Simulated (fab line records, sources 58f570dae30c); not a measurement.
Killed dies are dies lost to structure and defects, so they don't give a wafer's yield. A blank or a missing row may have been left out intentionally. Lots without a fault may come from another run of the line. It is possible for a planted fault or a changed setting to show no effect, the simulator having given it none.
fab line records	flow berkeley-cmos170	part 1 of 2: steps 1 to 27 of 37
[record] lots = 5	wafers = 15	last-day = 13
route steps=331 shown PSD@178 NSD@187 BACKSIDE@199 SDANNEAL@204 PLDD@208 NLDD@209 SILICIDE@210
lots untouched by any fault: they come from a run of this same line in which no faults occurred
start-h: start of the lot's first displayed wafer, in hours after the record's first day	wait-h: time in hours since the lot's previous step	" identical to the entry in the row above	L1.1+2: a row that stands for several wafers	- no value, or no start given	* or withheld: withheld	< > ~ a bound
route shown NAME@n: NAME is a module with steps in the file, n the number in the route of the first one	usual: mean/standard deviation taken from wafers without a fault	same: alike in all rows	chamber/n: place in a boat	sites: the reading at each site	_std_site: standard deviation of those values	_edge_site: inner sites' mean taken away from outer sites' mean	radius-mm: how far each site lies from the wafer's centre	mask NAME#n: copy n	behind: the last tool/chamber to shape the wafer	hold: why the lot was held/for how many hours/how that ended	device: whichever transistor did not switch (one of n, p or np)	end of line: tests of these same wafers at the route's end	for a step that has no rows: nothing shown but its recipe	killed: at the first sort, the dies lost to defects and structure; wafer yield is something else	map: per-die view of a wafer (x killed, . not killed, _ where there is no die)
set.NAME: the setting the step ran with; set.NAME@STEP: the setting that earlier step ran with	model.NAME: the simulator's own value behind a step, which no gauge read
a table for each step, a row for each wafer; lots at some steps of the route
services: from which hour (start-h, from the record's first day; less than 0 if before it) a tool's chamber was out of use, for how many hours, and why
[[steps]]
[step UCB170_PSD_EXPOSE_03]
[recipe] mask-id = PSELECT_MOD	na = 0.5	sigma-outer = 0.6	source-shape = conventional	target-cd-nm = 1200	dose-mj = 30
[usual] focus-offset-nm = 0.1/0.46
lot.wafer	tool	chamber	start-h	wait-h	mask	focus-offset-nm
L075.1	krf-scanner-02	0	152.31	0.3	PSELECT_MOD#0	-0.2
L075.4	"	0	"	"	PSELECT_MOD#0	0.4
L075.6	"	0	"	"	PSELECT_MOD#0	-0.1
L077.1	krf-scanner-02	0	178.96	0.2	PSELECT_MOD#0	0.2
L077.2	"	0	"	"	PSELECT_MOD#0	0.0
L077.6	"	0	"	"	PSELECT_MOD#0	-0.1
L088.3	krf-scanner-01	0	234.08	0.3	PSELECT_MOD#0	-0.3
L088.5	"	0	"	"	PSELECT_MOD#0	0.0
L088.6	"	0	"	"	PSELECT_MOD#0	-0.3
L091.2	krf-scanner-02	0	247.55	0.2	PSELECT_MOD#0	0.7
L091.3	"	0	"	"	PSELECT_MOD#0	0.4
L091.5	"	0	"	"	PSELECT_MOD#0	-0.7
L096.1	krf-scanner-01	0	284.89	0.1	PSELECT_MOD#0	0.3
L096.3	"	0	"	"	PSELECT_MOD#0	0.3
L096.4	"	0	"	"	PSELECT_MOD#0	-0.2
[step UCB170_PSD_PEB_04]
[recipe] peb-temp-c = 130	peb-time-s = withheld	resist = KrF
[usual] heater-power-total-W = 56.80/0.044
lot.wafer	tool	chamber	start-h	wait-h	heater-power-total-W
L075.1	litho-track-02	0	152.61	0.3	56.92
L075.4	"	0	"	"	56.69
L075.6	"	0	"	"	56.72
L077.1	litho-track-01	0	179.09	0.1	56.83
L077.2	"	0	"	"	56.72
L077.6	"	0	"	"	56.73
L088.3	litho-track-04	0	234.28	0.2	56.83
L088.5	"	0	"	"	56.81
L088.6	"	0	"	"	56.82
L091.2	litho-track-01	0	247.67	0.1	56.77
L091.3	"	0	"	"	56.79
L091.5	"	0	"	"	56.78
L096.1	litho-track-04	0	285.20	0.3	56.84
L096.3	"	0	"	"	56.80
L096.4	"	0	"	"	56.88
[step UCB170_PSD_DEVELOP_05]
[recipe] developer = TMAH	develop-time-s = 45	resist = KrF	dev-temp-c = 21
lot.wafer	tool	chamber	start-h	wait-h
L075.1+4+6	litho-track-02	0	-	-
L077.1+2+6	litho-track-01	0	-	-
L088.3+5+6	litho-track-04	0	-	-
L091.2+3+5	litho-track-01	0	-	-
L096.1+3+4	litho-track-04	0	-	-
[step UCB170_PSD_CD_MEAS_06]
[recipe] target-cd-nm = 1200
[usual] cd-nm = 1199.8/2
lot.wafer	tool	chamber	start-h	wait-h	cd-nm
L075.1	cd-sem-01	-	152.95	-	1200.7
L075.4	"	-	"	"	1200.2
L075.6	"	-	"	"	1199.6
L077.1	cd-sem-01	-	179.41	-	1199.3
L077.2	"	-	"	"	1199.9
L077.6	"	-	"	"	1199.4
L088.3	cd-sem-01	-	235.44	-	1203.3
L088.5	"	-	"	"	1204.1
L088.6	"	-	"	"	1202.6
L091.2	cd-sem-01	-	247.94	-	1198.4
L091.3	"	-	"	"	1199.2
L091.5	"	-	"	"	1198.9
L096.1	cd-sem-01	-	285.55	-	1198.1
L096.3	"	-	"	"	1200.4
L096.4	"	-	"	"	1197.9
[step UCB170_PSD_OVL_MEAS_07]
[usual] PSD_OVL = -2/7
lot.wafer	tool	chamber	start-h	wait-h	PSD_OVL[nm]
L075.1	overlay-02	-	153.07	0.1	3
L075.4	"	-	"	"	3
L075.6	"	-	"	"	-2
L077.1	overlay-01	-	179.53	0.1	-6
L077.2	"	-	"	"	-2
L077.6	"	-	"	"	3
L088.3	overlay-01	-	235.54	0.1	1
L088.5	"	-	"	"	1
L088.6	"	-	"	"	-6
L091.2	overlay-01	-	248.04	0.1	-7
L091.3	"	-	"	"	2
L091.5	"	-	"	"	-2
L096.1	overlay-01	-	285.67	0.1	8
L096.3	"	-	"	"	-3
L096.4	"	-	"	"	3
[step UCB170_PSD_IMPLANT_08]
[recipe] species = B	dose-cm2 = 3e+15	energy-kev = 20	tilt-deg = 7
[usual] end-station-pressure-torr = 1.25e-05/6.4e-07
lot.wafer	tool	chamber	start-h	wait-h	end-station-pressure-torr
L075.1	implanter-02	0	153.10	0.0	1.31e-05
L075.4	"	0	"	"	1.33e-05
L075.6	"	0	"	"	1.26e-05
L077.1	implanter-02	0	179.57	0.0	1.24e-05
L077.2	"	0	"	"	1.18e-05
L077.6	"	0	"	"	1.18e-05
L088.3	implanter-01	0	235.61	0.1	1.29e-05
L088.5	"	0	"	"	1.25e-05
L088.6	"	0	"	"	1.21e-05
L091.2	implanter-03	0	248.10	0.0	1.24e-05
L091.3	"	0	"	"	1.3e-05
L091.5	"	0	"	"	1.28e-05
L096.1	implanter-02	0	285.70	0.0	1.27e-05
L096.3	"	0	"	"	1.18e-05
L096.4	"	0	"	"	1.23e-05
[step UCB170_PSD_STRIP_09]
[recipe] chemistry = O2	power-w = 400	pressure-mtorr = 3500	platen-temp-c = withheld	o2-flow-sccm = 400	overash-fraction = 0.5
[usual] drypump-motor-current-A = 5.7/0.65	oes-product-au = 0.600/0.0044	strip-time-to-endpoint-s = 29.42/0.078
lot.wafer	tool	chamber	start-h	wait-h	drypump-motor-current-A	oes-product-au	rf-hours-counter-h	strip-time-to-endpoint-s
L075.1	plasma-asher-01	1	153.25	0.1	6.1	0.603	41	29.48
L075.4	"	1	"	"	6.1	0.599	-	29.48
L075.6	"	1	"	"	6.1	0.605	-	29.51
L077.1	plasma-asher-01	1	179.72	0.1	6.1	0.603	44	29.27
L077.2	"	0	"	"	5.8	0.599	44	29.31
L077.6	"	0	"	"	5.7	0.604	-	29.31
L088.3	plasma-asher-01	0	235.74	0.1	5.7	0.603	-	29.52
L088.5	"	0	"	"	5.8	0.603	-	29.49
L088.6	"	1	"	"	6.1	0.600	-	29.47
L091.2	plasma-asher-04	1	248.22	0.1	6.6	0.606	58	29.30
L091.3	"	1	"	"	6.6	0.608	-	29.35
L091.5	"	0	"	"	5.0	0.595	-	29.34
L096.1	plasma-asher-04	0	285.85	0.1	5.0	0.596	62	29.44
L096.3	"	0	"	"	5.0	0.603	-	29.39
L096.4	"	1	"	"	6.6	0.605	-	29.37
[step UCB170_PSD_TW_MEAS_10]
[usual] PSD_TW = 2328/27
lot.wafer	tool	chamber	start-h	wait-h	PSD_TW
L075.1	film-metro-01	-	153.35	0.1	2316
L075.4	"	-	"	"	2321
L075.6	"	-	"	"	2317
L077.1	film-metro-04	-	179.82	0.1	2352
L077.2	"	-	"	"	2347
L077.6	"	-	"	"	2348
L088.3	film-metro-04	-	235.83	0.1	2349
L088.5	"	-	"	"	2344
L088.6	"	-	"	"	2359
L091.2	film-metro-02	-	248.33	0.1	2294
L091.3	"	-	"	"	2293
L091.5	"	-	"	"	2293
L096.1	film-metro-04	-	285.95	0.1	2359
L096.3	"	-	"	"	2358
L096.4	"	-	"	"	2352
[step UCB170_PSD_CLEAN_11]
[recipe] chemistry = SPM	temp-c = 120	time-s = 600
[usual] temp-c = 120.02/0.13
lot.wafer	tool	chamber	start-h	wait-h	temp-c
L075.1	wet-bench-03	0	153.41	0.1	120.16
L075.4	"	0	"	"	120.02
L075.6	"	0	"	"	120.09
L077.1	wet-bench-04	0	179.88	0.1	119.99
L077.2	"	0	"	"	120.08
L077.6	"	0	"	"	119.70
L088.3	wet-bench-04	3	237.10	1.3	119.86
L088.5	"	3	"	"	120.10
L088.6	"	3	"	"	120.02
L091.2	wet-bench-04	0	248.42	0.1	119.91
L091.3	"	0	"	"	120.03
L091.5	"	0	"	"	120.00
L096.1	wet-bench-04	3	286.01	0.1	119.95
L096.3	"	3	"	"	120.13
L096.4	"	3	"	"	119.88
[step UCB170_NSD_HMDS_00]
[recipe] prime-time-s = 60	prime-temp-c = 100
lot.wafer	tool	chamber	start-h	wait-h
L075.1+4+6	litho-track-03	0	153.68	0.1
L077.1+2+6	litho-track-03	0	180.12	0.1
L088.3+5+6	litho-track-04	0	237.55	0.3
L091.2+3+5	litho-track-02	0	248.77	0.2
L096.1+3+4	litho-track-02	0	286.34	0.1
[step UCB170_NSD_COAT_01]
[recipe] resist = KrF	spin-rpm = 1500	resist-thk-nm = 900
lot.wafer	tool	chamber	start-h	wait-h
L075.1+4+6	litho-track-03	0	153.83	0.1
L077.1+2+6	litho-track-03	0	180.27	0.1
L088.3+5+6	litho-track-04	0	237.70	0.1
L091.2+3+5	litho-track-02	0	248.92	0.1
L096.1+3+4	litho-track-02	0	286.49	0.1
[step UCB170_NSD_SOFTBAKE_02]
[recipe] resist = KrF	temp-c = 130	time-s = 60
[usual] heater-power-total-W = 56.80/0.046
lot.wafer	tool	chamber	start-h	wait-h	heater-power-total-W
L075.1	litho-track-03	0	153.98	0.1	56.85
L075.4	"	0	"	"	56.80
L075.6	"	0	"	"	56.81
L077.1	litho-track-03	0	180.42	0.1	56.81
L077.2	"	0	"	"	56.76
L077.6	"	0	"	"	56.78
L088.3	litho-track-04	0	237.85	0.1	56.73
L088.5	"	0	"	"	56.86
L088.6	"	0	"	"	56.82
L091.2	litho-track-02	0	249.07	0.1	56.82
L091.3	"	0	"	"	56.71
L091.5	"	0	"	"	56.80
L096.1	litho-track-02	0	286.64	0.1	56.71
L096.3	"	0	"	"	56.82
L096.4	"	0	"	"	56.81
[step UCB170_NSD_EXPOSE_03]
[recipe] mask-id = NSELECT_MOD	na = 0.5	sigma-outer = 0.6	source-shape = conventional	target-cd-nm = 1200	dose-mj = 30
[usual] focus-offset-nm = 0.0/0.55
lot.wafer	tool	chamber	start-h	wait-h	mask	focus-offset-nm
L075.1	krf-scanner-01	0	154.40	0.4	NSELECT_MOD#0	-0.4
L075.4	"	0	"	"	NSELECT_MOD#0	-1.0
L075.6	"	0	"	"	NSELECT_MOD#0	0.0
L077.1	krf-scanner-01	0	180.57	0.1	NSELECT_MOD#0	-0.2
L077.2	"	0	"	"	NSELECT_MOD#0	-0.4
L077.6	"	0	"	"	NSELECT_MOD#0	-1.4
L088.3	krf-scanner-01	0	238.34	0.5	NSELECT_MOD#0	0.3
L088.5	"	0	"	"	NSELECT_MOD#0	-0.6
L088.6	"	0	"	"	NSELECT_MOD#0	-0.2
L091.2	krf-scanner-02	0	249.51	0.4	NSELECT_MOD#0	0.5
L091.3	"	0	"	"	NSELECT_MOD#0	-0.1
L091.5	"	0	"	"	NSELECT_MOD#0	0.2
L096.1	krf-scanner-02	0	286.79	0.1	NSELECT_MOD#0	-0.5
L096.3	"	0	"	"	NSELECT_MOD#0	0.9
L096.4	"	0	"	"	NSELECT_MOD#0	-0.6
[step UCB170_NSD_PEB_04]
[recipe] peb-temp-c = 130	peb-time-s = withheld	resist = KrF
[usual] heater-power-total-W = 56.80/0.046
lot.wafer	tool	chamber	start-h	wait-h	heater-power-total-W
L075.1	litho-track-04	0	155.24	0.8	56.82
L075.4	"	0	"	"	56.88
L075.6	"	0	"	"	56.83
L077.1	litho-track-02	0	180.79	0.2	56.78
L077.2	"	0	"	"	56.83
L077.6	"	0	"	"	56.79
L088.3	litho-track-03	0	238.83	0.5	56.91
L088.5	"	0	"	"	56.75
L088.6	"	0	"	"	56.83
L091.2	litho-track-02	0	249.67	0.1	56.82
L091.3	"	0	"	"	56.88
L091.5	"	0	"	"	56.78
L096.1	litho-track-04	0	287.44	0.6	56.77
L096.3	"	0	"	"	56.78
L096.4	"	0	"	"	56.79
[step UCB170_NSD_DEVELOP_05]
[recipe] developer = TMAH	develop-time-s = 45	resist = KrF	dev-temp-c = 21
lot.wafer	tool	chamber	start-h	wait-h
L075.1+4+6	litho-track-04	0	-	-
L077.1+2+6	litho-track-02	0	-	-
L088.3+5+6	litho-track-03	0	-	-
L091.2+3+5	litho-track-02	0	-	-
L096.1+3+4	litho-track-04	0	-	-
[step UCB170_NSD_CD_MEAS_06]
[recipe] target-cd-nm = 1200
[usual] cd-nm = 1199.7/1.2
lot.wafer	tool	chamber	start-h	wait-h	cd-nm
L075.1	cd-sem-01	-	155.52	-	1199.5
L075.4	"	-	"	"	1199.5
L075.6	"	-	"	"	1198.3
L077.1	cd-sem-01	-	181.42	-	1200.9
L077.2	"	-	"	"	1200.0
L077.6	"	-	"	"	1201.4
L088.3	cd-sem-01	-	239.32	-	1199.8
L088.5	"	-	"	"	1200.7
L088.6	"	-	"	"	1199.0
L091.2	cd-sem-01	-	250.15	-	1198.2
L091.3	"	-	"	"	1197.6
L091.5	"	-	"	"	1197.6
L096.1	cd-sem-01	-	287.80	-	1200.8
L096.3	"	-	"	"	1197.6
L096.4	"	-	"	"	1200.1
[step UCB170_NSD_OVL_MEAS_07]
[usual] NSD_OVL = -6/5.5
lot.wafer	tool	chamber	start-h	wait-h	NSD_OVL[nm]
L075.1	overlay-02	-	155.64	0.1	-1
L075.4	"	-	"	"	-6
L075.6	"	-	"	"	1
L077.1	overlay-02	-	181.54	0.1	-17
L077.2	"	-	"	"	-6
L077.6	"	-	"	"	-9
L088.3	overlay-01	-	239.41	0.1	-4
L088.5	"	-	"	"	-6
L088.6	"	-	"	"	0
L091.2	overlay-01	-	250.25	0.1	-7
L091.3	"	-	"	"	-14
L091.5	"	-	"	"	-10
L096.1	overlay-02	-	287.92	0.1	-6
L096.3	"	-	"	"	-6
L096.4	"	-	"	"	1
[step UCB170_NSD_IMPLANT_08]
[recipe] species = P	dose-cm2 = 3e+15	energy-kev = 40	tilt-deg = 7
[usual] end-station-pressure-torr = 1.25e-05/5.8e-07
lot.wafer	tool	chamber	start-h	wait-h	end-station-pressure-torr
L075.1	implanter-04	0	155.67	0.0	1.26e-05
L075.4	"	0	"	"	1.24e-05
L075.6	"	0	"	"	1.2e-05
L077.1	implanter-01	0	181.58	0.0	1.28e-05
L077.2	"	0	"	"	1.22e-05
L077.6	"	0	"	"	1.2e-05
L088.3	implanter-03	0	239.54	0.1	1.23e-05
L088.5	"	0	"	"	1.3e-05
L088.6	"	0	"	"	1.27e-05
L091.2	implanter-03	0	250.31	0.0	1.2e-05
L091.3	"	0	"	"	1.27e-05
L091.5	"	0	"	"	1.25e-05
L096.1	implanter-04	0	287.96	0.0	1.2e-05
L096.3	"	0	"	"	1.23e-05
L096.4	"	0	"	"	1.19e-05
[step UCB170_NSD_STRIP_09]
[recipe] chemistry = O2	power-w = 400	pressure-mtorr = 3500	platen-temp-c = withheld	o2-flow-sccm = 400	overash-fraction = 0.5
[usual] drypump-motor-current-A = 5.9/0.55	oes-product-au = 0.534/0.0046	strip-time-to-endpoint-s = 35.83/0.072
lot.wafer	tool	chamber	start-h	wait-h	drypump-motor-current-A	oes-product-au	rf-hours-counter-h	strip-time-to-endpoint-s
L075.1	plasma-asher-01	0	155.82	0.1	5.8	0.529	41	35.85
L075.4	"	1	"	"	6.1	0.537	-	35.79
L075.6	"	0	"	"	5.7	0.537	-	35.81
L077.1	plasma-asher-02	1	181.73	0.1	5.6	0.531	40	35.69
L077.2	"	0	"	"	6.5	0.533	40	35.77
L077.6	"	0	"	"	6.5	0.534	-	35.74
L088.3	plasma-asher-01	1	239.67	0.1	6.1	0.532	-	35.83
L088.5	"	1	"	"	6.1	0.528	-	35.77
L088.6	"	0	"	"	5.8	0.537	-	35.84
L091.2	plasma-asher-01	0	250.43	0.1	5.7	0.535	51	35.90
L091.3	"	1	"	"	6.1	0.542	-	35.87
L091.5	"	1	"	"	6.1	0.533	-	35.92
L096.1	plasma-asher-02	0	288.11	0.1	6.5	0.535	51	35.85
L096.3	"	0	"	"	6.5	0.537	-	35.90
L096.4	"	1	"	"	5.7	0.532	-	35.87
[step UCB170_NSD_TW_MEAS_10]
[usual] NSD_TW = 4184/45
lot.wafer	tool	chamber	start-h	wait-h	NSD_TW
L075.1	film-metro-02	-	155.92	0.1	4108
L075.4	"	-	"	"	4100
L075.6	"	-	"	"	4095
L077.1	film-metro-01	-	181.83	0.1	4173
L077.2	"	-	"	"	4191
L077.6	"	-	"	"	4190
L088.3	film-metro-02	-	239.76	0.1	4136
L088.5	"	-	"	"	4127
L088.6	"	-	"	"	4148
L091.2	film-metro-04	-	250.54	0.1	4209
L091.3	"	-	"	"	4196
L091.5	"	-	"	"	4193
L096.1	film-metro-01	-	288.21	0.1	4193
L096.3	"	-	"	"	4202
L096.4	"	-	"	"	4208
[step UCB170_NSD_CLEAN_11]
[recipe] chemistry = SPM	temp-c = 120	time-s = 600
[usual] temp-c = 120.00/0.14
lot.wafer	tool	chamber	start-h	wait-h	temp-c
L075.1	wet-bench-01	1	158.55	2.6	120.08
L075.4	"	1	"	"	120.06
L075.6	"	1	"	"	120.19
L077.1	wet-bench-04	0	181.89	0.1	120.01
L077.2	"	0	"	"	119.86
L077.6	"	0	"	"	120.19
L088.3	wet-bench-01	2	239.80	0.0	120.09
L088.5	"	2	"	"	119.85
L088.6	"	2	"	"	120.01
L091.2	wet-bench-01	0	250.59	0.0	120.06
L091.3	"	0	"	"	119.90
L091.5	"	0	"	"	120.07
L096.1	wet-bench-04	1	288.27	0.1	119.92
L096.3	"	1	"	"	120.11
L096.4	"	1	"	"	120.21
[step UCB170_BACKSIDE_HMDS_00]
[recipe] prime-time-s = 60	prime-temp-c = 100
lot.wafer	tool	chamber	start-h	wait-h
L075.1+4+6	litho-track-01	0	158.73	0.0
L077.1+2+6	litho-track-01	0	182.17	0.1
L088.3+5+6	litho-track-03	0	240.45	0.5
L091.2+3+5	litho-track-04	0	250.88	0.1
L096.1+3+4	litho-track-03	0	288.46	0.0
[step UCB170_BACKSIDE_COAT_01]
[recipe] resist = KrF	spin-rpm = 1500	resist-thk-nm = 900
lot.wafer	tool	chamber	start-h	wait-h
L075.1+4+6	litho-track-01	0	158.88	0.1
L077.1+2+6	litho-track-01	0	182.32	0.1
L088.3+5+6	litho-track-03	0	240.60	0.1
L091.2+3+5	litho-track-04	0	251.03	0.1
L096.1+3+4	litho-track-03	0	288.61	0.1
[step UCB170_BACKSIDE_SOFTBAKE_02]
[recipe] resist = KrF	temp-c = 130	time-s = 60
[usual] heater-power-total-W = 56.80/0.049
lot.wafer	tool	chamber	start-h	wait-h	heater-power-total-W
L075.1	litho-track-01	0	159.03	0.1	56.86
L075.4	"	0	"	"	56.80
L075.6	"	0	"	"	56.85
L077.1	litho-track-01	0	182.47	0.1	56.85
L077.2	"	0	"	"	56.75
L077.6	"	0	"	"	56.91
L088.3	litho-track-03	0	240.75	0.1	56.75
L088.5	"	0	"	"	56.79
L088.6	"	0	"	"	56.82
L091.2	litho-track-04	0	251.18	0.1	56.81
L091.3	"	0	"	"	56.81
L091.5	"	0	"	"	56.75
L096.1	litho-track-03	0	288.76	0.1	56.74
L096.3	"	0	"	"	56.80
L096.4	"	0	"	"	56.75
[step UCB170_BACKSIDE_STRIP_03]
[recipe] chemistry = O2	power-w = 400	pressure-mtorr = 3500	platen-temp-c = withheld	o2-flow-sccm = 400	overash-fraction = 0.5
[usual] drypump-motor-current-A = 5.9/0.56	oes-product-au = 0.735/0.005	strip-time-to-endpoint-s = 21.99/0.086
lot.wafer	tool	chamber	start-h	wait-h	drypump-motor-current-A	oes-product-au	rf-hours-counter-h	strip-time-to-endpoint-s
L075.1	plasma-asher-01	0	159.18	0.1	5.7	0.725	42	22.05
L075.4	"	1	"	"	6.1	0.731	-	22.05
L075.6	"	1	"	"	6.1	0.735	-	22.05
L077.1	plasma-asher-04	0	182.62	0.1	5.0	0.731	52	22.17
L077.2	"	1	"	"	6.6	0.732	52	22.05
L077.6	"	1	"	"	6.6	0.736	-	22.14
L088.3	plasma-asher-04	1	240.89	0.1	6.6	0.732	-	21.96
L088.5	"	0	"	"	5.0	0.738	-	21.88
L088.6	"	1	"	"	6.6	0.725	-	21.90
L091.2	plasma-asher-02	1	251.31	0.1	5.6	0.738	47	21.88
L091.3	"	0	"	"	6.5	0.734	-	21.80
L091.5	"	1	"	"	5.7	0.741	-	21.85
L096.1	plasma-asher-01	1	288.91	0.1	6.1	0.728	55	21.90
L096.3	"	0	"	"	5.7	0.727	-	21.93
L096.4	"	1	"	"	6.1	0.736	-	21.95
[step UCB170_BACKSIDE_CLEAN_04]
[recipe] chemistry = SPM	temp-c = 120	time-s = 600
[usual] temp-c = 120.00/0.15
lot.wafer	tool	chamber	start-h	wait-h	temp-c
L075.1	wet-bench-03	0	159.28	0.1	119.80
L075.4	"	0	"	"	119.94
L075.6	"	0	"	"	120.14
L077.1	wet-bench-01	1	182.72	0.1	120.01
L077.2	"	1	"	"	120.30
L077.6	"	1	"	"	120.00
L088.3	wet-bench-01	1	240.95	0.0	120.15
L088.5	"	1	"	"	120.03
L088.6	"	1	"	"	120.15
L091.2	wet-bench-01	0	251.41	0.1	120.00
L091.3	"	0	"	"	120.03
L091.5	"	0	"	"	119.95
L096.1	wet-bench-03	0	289.01	0.1	120.18
L096.3	"	0	"	"	120.07
L096.4	"	0	"	"	120.24
[step UCB170_SDANNEAL_RTA_00]
[recipe] temp-c = 900	time-s = 10	ambient = N2
[usual] lamp-power-pct = 24.6/1.1	wafer_temp_C_max = 904.4/0.79
lot.wafer	tool	chamber	start-h	wait-h	lamp-power-pct	wafer_temp_C_max
L075.1	rtp-anneal-02	0	159.45	0.0	23.8	904.5
L075.4	"	0	"	"	23.8	904.7
L075.6	"	0	"	"	23.8	904.0
L077.1	rtp-anneal-02	0	182.91	0.0	23.8	904.9
L077.2	"	0	"	"	23.8	904.3
L077.6	"	0	"	"	23.9	905.9
L088.3	rtp-anneal-02	0	241.15	0.0	23.8	904.0
L088.5	"	0	"	"	23.9	903.2
L088.6	"	0	"	"	23.8	905.9
L091.2	rtp-anneal-01	0	251.61	0.0	26.2	903.8
L091.3	"	0	"	"	26.3	906.0
L091.5	"	0	"	"	26.2	903.6
L096.1	rtp-anneal-02	0	289.19	0.0	23.8	904.0
L096.3	"	0	"	"	23.8	904.2
L096.4	"	0	"	"	23.8	904.8
